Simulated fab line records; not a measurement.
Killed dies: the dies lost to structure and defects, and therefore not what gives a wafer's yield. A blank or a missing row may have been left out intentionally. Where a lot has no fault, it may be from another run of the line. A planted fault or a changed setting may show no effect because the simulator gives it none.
fab line records    flow berkeleyCmos170    part 2 of 2: steps 32 to 42 of 42
record: lots: 5  wafers: 15  lastDay: 11
route steps=331 shown PWELL@41 WELLDRIVE@55 ACTIVE@60 PFIELD@79
lots untouched by any fault: they come from a run of this same line in which no faults occurred
startH: start of the lot's first displayed wafer, in hours after the record's first day    waitH: how many hours have passed since the lot's step before this one    " the same as in the row above    L1.1+2: a row that stands for several wafers    - no value, or no start given    * or withheld: withheld    < > ~ a bound
route shown NAME@n: names a module that has steps shown in the file, with the first one's number in the route    usual: mean and standard deviation over wafers with no fault    same: alike in all rows    chamber/n: place in a boat    sites: the reading at each site    _std_site: their standard deviation    _edge_site: inner sites' mean taken away from outer sites' mean    radiusMm: for every site, how far away it sits from the centre of the wafer    mask NAME#n: copy n    behind: the tool/chamber that last shaped the wafer    hold: cause of the lot's hold/its duration in hours/its outcome    device: the transistor (n, p or np) that didn't switch    end of line: the tests these same wafers got at the end of their route    a step without rows: its recipe alone    killed: dies lost to structure and defects at the first sort, not the wafer's yield    map: a wafer's dies, marking killed ones x, the rest . and places with no die _
set.NAME: the setting the step ran with; set.NAME@STEP: the setting that earlier step ran with    model.NAME: the simulator's own value behind a step, which no gauge read
a table for each step, a row for each wafer; lots at some steps of the route
services: when a tool's chamber went out of use (startH, in hours from the record's first day, below 0 if earlier), for how many hours, and the reason
== steps ==
step: UCB170_ACTIVE_DEVELOP_12
recipe: developer: TMAH  developTimeS: 45  resist: KrF  devTempC: 21
lot.wafer   tool           chamber  startH  waitH
L074.3+5+6  lithoTrack-04  0        -       -
L082.1+3+6  lithoTrack-02  0        -       -
L089.2+3+4  lithoTrack-01  0        -       -
L091.1+2+6  lithoTrack-02  0        -       -
L097.1+5+6  lithoTrack-02  0        -       -
step: UCB170_ACTIVE_CD_MEAS_13
recipe: targetCdNm: 1200
usual: cdNm: 1199.8/1.7
lot.wafer  tool      chamber  startH  waitH  cdNm
L074.3     cdSem-01  -        76.65   -      1197.0
L074.5     "         -        "       "      1198.1
L074.6     "         -        "       "      1196.0
L082.1     cdSem-01  -        124.17  -      1199.4
L082.3     "         -        "       "      1199.4
L082.6     "         -        "       "      1199.3
L089.2     cdSem-02  -        149.85  -      1199.1
L089.3     "         -        "       "      1199.1
L089.4     "         -        "       "      1200.4
L091.1     cdSem-02  -        177.65  -      1196.1
L091.2     "         -        "       "      1198.5
L091.6     "         -        "       "      1199.1
L097.1     cdSem-02  -        188.19  -      1200.9
L097.5     "         -        "       "      1200.7
L097.6     "         -        "       "      1203.1
step: UCB170_ACTIVE_OVL_MEAS_14
usual: ACTIVE_OVL: -3/6.5
lot.wafer  tool        chamber  startH  waitH  ACTIVE_OVL[nm]
L074.3     overlay-02  -        76.74   0.1    -8
L074.5     "           -        "       "      -13
L074.6     "           -        "       "      -2
L082.1     overlay-02  -        124.29  0.1    7
L082.3     "           -        "       "      1
L082.6     "           -        "       "      -1
L089.2     overlay-01  -        149.95  0.1    -7
L089.3     "           -        "       "      -4
L089.4     "           -        "       "      -11
L091.1     overlay-01  -        177.77  0.1    2
L091.2     "           -        "       "      15
L091.6     "           -        "       "      9
L097.1     overlay-01  -        188.31  0.1    -5
L097.5     "           -        "       "      -2
L097.6     "           -        "       "      2
step: UCB170_ACTIVE_ETCH_15
recipe: chemistry: CH3F/Ar/O2  target: Si3N4  stopOn: SiO2  CH3F_flow_sccm: 20  Ar_flow_sccm: 50  O2_flow_sccm: 7  pressureMtorr: 50  rfW: 450  targetDepthA: 2420  overEtchFrac: 0.1  timeS: 151
usual: drypumpMotorCurrentA: 5.8/0.49  oesProductAu: 0.937/0.014  throttleValvePct: 8.04/0.13
lot.wafer  tool        chamber  startH  waitH  drypumpMotorCurrentA  oesProductAu  rfHoursCounterH  throttleValvePct
L074.3     rieDiel-01  3        76.77   0.0    5.5                   0.923         151              7.93
L074.5     "           0        "       "      5.6                   0.907         -                7.98
L074.6     "           1        "       "      5.9                   0.926         -                7.83
L082.1     rieDiel-03  0        124.32  0.0    5.8                   0.946         57               8.04
L082.3     "           1        "       "      5.4                   0.926         41               8.28
L082.6     "           0        "       "      5.8                   0.934         -                8.04
L089.2     rieDiel-03  2        149.98  0.0    6.3                   0.931         137              8.06
L089.3     "           0        "       "      5.7                   0.946         58               8.04
L089.4     "           3        "       "      4.8                   0.939         3                8.04
L091.1     rieDiel-03  3        177.81  0.0    4.9                   0.953         5                8.05
L091.2     "           0        "       "      5.8                   0.951         60               8.05
L091.6     "           1        "       "      5.4                   0.935         -                8.29
L097.1     rieDiel-01  0        188.34  0.0    5.6                   0.922         7                7.96
L097.5     "           2        "       "      5.9                   0.964         -                8.08
L097.6     "           0        "       "      5.6                   0.927         -                7.97
step: UCB170_ACTIVE_STRIP_16
recipe: chemistry: O2  powerW: 400  pressureMtorr: 3500  platenTempC: withheld  o2FlowSccm: 400  overashFraction: 0.5
usual: drypumpMotorCurrentA: 5.9/0.37  oesProductAu: 0.720/0.0044  stripTimeToEndpointS: 18.06/0.067
lot.wafer  tool            chamber  startH  waitH  drypumpMotorCurrentA  oesProductAu  rfHoursCounterH  stripTimeToEndpointS
L074.3     plasmaAsher-04  1        76.90   0.1    6.3                   0.714         -                18.06
L074.5     "               1        "       "      6.2                   0.726         -                18.00
L074.6     "               0        "       "      6.0                   0.726         -                18.12
L082.1     plasmaAsher-02  1        124.42  0.1    5.6                   0.713         41               18.02
L082.3     "               1        "       "      5.6                   0.723         -                18.08
L082.6     "               1        "       "      5.6                   0.718         -                18.01
L089.2     plasmaAsher-01  0        150.08  0.1    5.1                   0.727         44               18.00
L089.3     "               0        "       "      5.1                   0.724         -                17.94
L089.4     "               1        "       "      5.8                   0.725         -                18.03
L091.1     plasmaAsher-01  0        177.91  0.1    5.1                   0.717         47               18.17
L091.2     "               1        "       "      5.8                   0.721         47               18.18
L091.6     "               1        "       "      5.8                   0.720         -                18.20
L097.1     plasmaAsher-04  1        188.44  0.1    6.2                   0.718         41               18.00
L097.5     "               0        "       "      6.0                   0.724         -                18.00
L097.6     "               1        "       "      6.2                   0.711         -                17.99
step: UCB170_ACTIVE_CD_MEAS_90
recipe: targetCdNm: 1200
usual: cdNm: 1199.7/1.7
lot.wafer  tool      chamber  startH  waitH  cdNm
L074.3     cdSem-01  -        77.02   0.1    1197.0
L074.5     "         -        "       "      1198.2
L074.6     "         -        "       "      1195.9
L082.1     cdSem-02  -        124.52  0.1    1199.2
L082.3     "         -        "       "      1199.9
L082.6     "         -        "       "      1198.9
L089.2     cdSem-01  -        150.20  0.1    1199.0
L089.3     "         -        "       "      1198.5
L089.4     "         -        "       "      1200.1
L091.1     cdSem-01  -        178.01  0.1    1196.6
L091.2     "         -        "       "      1198.7
L091.6     "         -        "       "      1199.2
L097.1     cdSem-01  -        188.58  0.1    1200.8
L097.5     "         -        "       "      1201.0
L097.6     "         -        "       "      1203.3
step: UCB170_ACTIVE_CLEAN_17
recipe: chemistry: SPM  tempC: 120  timeS: 600
lot.wafer   tool         chamber  startH  waitH
L074.3+5+6  wetBench-01  1        77.67   0.6
L082.1+3+6  wetBench-02  2        128.38  3.8
L089.2+3+4  wetBench-01  3        152.90  2.7
L091.1+2+6  wetBench-04  0        179.95  1.9
L097.1+5+6  wetBench-02  0        188.70  0.1
step: UCB170_PFIELD_HMDS_00
recipe: primeTimeS: 60  primeTempC: 100
lot.wafer   tool           chamber  startH  waitH
L074.3+5+6  lithoTrack-02  0        78.18   0.3
L082.1+3+6  lithoTrack-03  0        128.58  0.0
L089.2+3+4  lithoTrack-03  0        153.13  0.0
L091.1+2+6  lithoTrack-01  0        180.20  0.1
L097.1+5+6  lithoTrack-02  0        188.88  0.0
step: UCB170_PFIELD_COAT_01
recipe: resist: KrF  spinRpm: 1500  resistThkNm: 900
lot.wafer   tool           chamber  startH  waitH
L074.3+5+6  lithoTrack-02  0        78.33   0.1
L082.1+3+6  lithoTrack-03  0        128.73  0.1
L089.2+3+4  lithoTrack-03  0        153.28  0.1
L091.1+2+6  lithoTrack-01  0        180.35  0.1
L097.1+5+6  lithoTrack-02  0        189.03  0.1
step: UCB170_PFIELD_SOFTBAKE_02
recipe: resist: KrF  tempC: 130  timeS: 60
usual: plateTempC: 130.00/0.13
lot.wafer  tool           chamber  startH  waitH  plateTempC
L074.3     lithoTrack-02  0        78.48   0.1    130.09
L074.5     "              0        "       "      129.86
L074.6     "              0        "       "      129.82
L082.1     lithoTrack-03  0        128.88  0.1    129.95
L082.3     "              0        "       "      130.09
L082.6     "              0        "       "      130.23
L089.2     lithoTrack-03  0        153.43  0.1    129.97
L089.3     "              0        "       "      129.83
L089.4     "              0        "       "      130.16
L091.1     lithoTrack-01  0        180.50  0.1    129.83
L091.2     "              0        "       "      129.81
L091.6     "              0        "       "      130.05
L097.1     lithoTrack-02  0        189.18  0.1    130.23
L097.5     "              0        "       "      130.21
L097.6     "              0        "       "      130.23
step: UCB170_PFIELD_EXPOSE_03
recipe: maskId: PFIELD  na: 0.5  sigmaOuter: 0.6  sourceShape: conventional  targetCdNm: 1500  doseMj: 30
lot.wafer   tool           chamber  startH  waitH  mask
L074.3+5+6  krfScanner-01  0        78.62   0.1    PFIELD#0
L082.1+3+6  krfScanner-02  0        129.15  0.2    PFIELD#0
L089.2+3+4  krfScanner-01  0        153.58  0.1    PFIELD#0
L091.1+2+6  krfScanner-01  0        180.94  0.4    PFIELD#0
L097.1+5+6  krfScanner-01  0        189.45  0.2    PFIELD#0
== services ==
tool            chamber  startH  hours  kind
rieDiel-03      1        28.17   4.4    repair
plasmaAsher-04  -        30.92   3.8    repair
krfScanner-02   -        32.59   0.8    pm
rieDiel-01      2        39.81   3.4    repair
krfScanner-01   -        40.53   0.8    pm
implanter-03    -        45.19   5.5    pm
krfScanner-01   -        45.23   3.2    repair
rieDiel-01      -        48.03   0.5    repair
implanter-02    -        56.24   1.5    repair
rieDiel-04      2        67.35   4.5    repair
krfScanner-01   -        68.04   1.0    pm
krfScanner-02   -        72.85   1.3    pm
implanter-03    -        75.64   3.7    repair
rieDiel-02      1        86.03   10.2   repair
furnace-03      -        95.69   24.8   pm
rieDiel-01      0        96.54   6.0    repair
furnace-01      -        98.62   3.3    pm
rieDiel-03      2        108.32  1.7    repair
rieDiel-03      3        118.93  3.7    repair
furnace-03      -        120.47  2.7    pm
rieDiel-01      -        122.59  2.8    pm
furnace-04      -        131.73  3.5    pm
krfScanner-02   -        157.49  1.1    repair
krfScanner-02   -        185.62  1.0    pm
